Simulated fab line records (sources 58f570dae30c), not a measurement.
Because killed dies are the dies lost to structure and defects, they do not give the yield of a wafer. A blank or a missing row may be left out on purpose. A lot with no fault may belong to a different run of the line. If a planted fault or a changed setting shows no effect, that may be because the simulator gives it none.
A struck lot beside a sound one | flow berkeley cmos170 | 24 out of 331 route steps
Sound: wafers L606.1, L606.4, L606.6. Wafers L620.1, L620.5, L620.6 were the ones struck. At the end, the cause is stated.
For every step that has rows: the tool of each side, followed by ch and its chambers, followed by its first start. Under that, the readings that differ: sound wafers | struck wafers | difference of the means | sigmas: that difference in standard deviations of wafers without a fault.
alike: readings with means less than 2 such deviations apart, plus words and numbers identical on both sides. not compared: withheld readings, readings lacking a value on some wafer, bounds such as >300 that could conceal the same value, and numbers that have no deviation in the record and whose values overlap.
Wherever a step has rows on one side only, a row that says differs or no value, or a row with sigmas, the two part there. Numbers that have no deviation but don't overlap get no sigmas and don't part them. A reading that every wafer of one side lacks parts them only if that side has two wafers or more.

UCB170_NWELL_ETCH_13: etches Si3N4 in CH3F/Ar/O2, stops on SiO2, target depth 246.4 nm, time 154 s.
  sound on rie diel-01 ch 0,1,2, day 3 14:49; struck on rie diel-04 ch 0,1,3, day 6 06:37
  alike: O2_flow_sccm, drypump motor current A, oes product au, throttle valve pct
  not compared: rf hours counter h
then, 1 step without rows for these wafers: UCB170_NWELL_IMPLANT_14.
UCB170_NWELL_STRIP_15: strips in O2.
  sound on plasma asher-02 ch 1, day 3 15:04; struck on plasma asher-02 ch 0,1, day 6 06:52
  alike: drypump motor current A, oes product au, strip time to endpoint s
  not compared: rf hours counter h
UCB170_NWELL_TW_MEAS_16:
  struck on film metro-04, day 6 06:58; sound on film metro-04, day 3 15:10
  alike: NWELL_TW
then, 6 steps without rows for these wafers: UCB170_NWELL_CLEAN_17 (cleans in SPM, time 600 s); UCB170_NWELL_WET_ETCH_18 (etches Si3N4 in H3PO4, time 14400 s); UCB170_NWELL_WET_ETCH_19 (etches SiO2 in BOE, time 22 s); UCB170_PWELL_CLEAN_00 (cleans in SPM, time 600 s); UCB170_PWELL_CLEAN_01 (cleans in dHF, time 60 s); UCB170_PWELL_OXIDATION_02 (target thk 26.4 nm, ox time 1260 s).
UCB170_PWELL_THK_MEAS_03:
  struck on film metro-04, day 6 18:40; sound on film metro-04, day 4 01:35
  alike: PWELL_OXIDE_THK
then, 1 step without rows for these wafers: UCB170_PWELL_ANNEAL_04 (time 900 s).
UCB170_PWELL_CVD_05: deposits Si3N4 from SiH2Cl2/NH3, target thk 220 nm, time 3300 s.
  sound on lpcvd-02 ch 1, day 4 09:50; struck on lpcvd-01 ch 1, day 7 02:25
  alike: pressure mtorr, spike tc centre C
UCB170_PWELL_THK_MEAS_06:
  struck on film metro-02, day 7 04:20; sound on film metro-04, day 4 12:44
  reading                | sound             | struck            | difference | sigmas
  PWELL_NITRIDE_THK (nm) | 220.7 221.8 221.8 | 434.4 438.3 435.2 | +214.5     | +98
then, 6 steps without rows for these wafers: UCB170_PWELL_HMDS_07 (prime time 60 s); UCB170_PWELL_COAT_08 (resist thk 900 nm); UCB170_PWELL_SOFTBAKE_09 (time 60 s); UCB170_PWELL_EXPOSE_10 (exposes mask PWELL, target cd 3000 nm); UCB170_PWELL_PEB_11; UCB170_PWELL_DEVELOP_12 (develop time 45 s).
UCB170_PWELL_OVL_MEAS_13:
  struck on overlay-02, day 7 05:48; sound on overlay-02, day 4 14:20
  alike: PWELL_OVL
UCB170_PWELL_ETCH_14: etches Si3N4 in CH3F/Ar/O2, stops on SiO2, target depth 242 nm, time 151 s.
  sound on rie diel-04 ch 1,2,3, day 4 14:23; struck on rie diel-04 ch 0,1,2, day 7 05:50
  reading                  | sound             | struck            | difference | sigmas
  oes product au (a.u.)    | 0.971 0.948 0.963 | 1.010 1.000 1.025 | +0.051     | +3
  model.etch.depth nm (nm) | 220.6 221.8 221.6 | 240.5 244.2 241.9 | +20.9      |
  alike: O2_flow_sccm, drypump motor current A, throttle valve pct
  not compared: rf hours counter h
then, 1 step without rows for these wafers: UCB170_PWELL_IMPLANT_15.
-- the record jumps here: 7 days lie between the struck wafers' starts before and after (it left off in module PWELL and takes up again in module M3, whose first step shown is number 331 of the route) --
UCB170_M3_PROBE_99:
  only the struck wafers here have rows in the record (prober-01, day 14 01:23); the sound ones have none

WHERE THEY PART
First at UCB170_PWELL_THK_MEAS_06; last, within this record, at UCB170_M3_PROBE_99.

WHY: whatever the simulator had introduced
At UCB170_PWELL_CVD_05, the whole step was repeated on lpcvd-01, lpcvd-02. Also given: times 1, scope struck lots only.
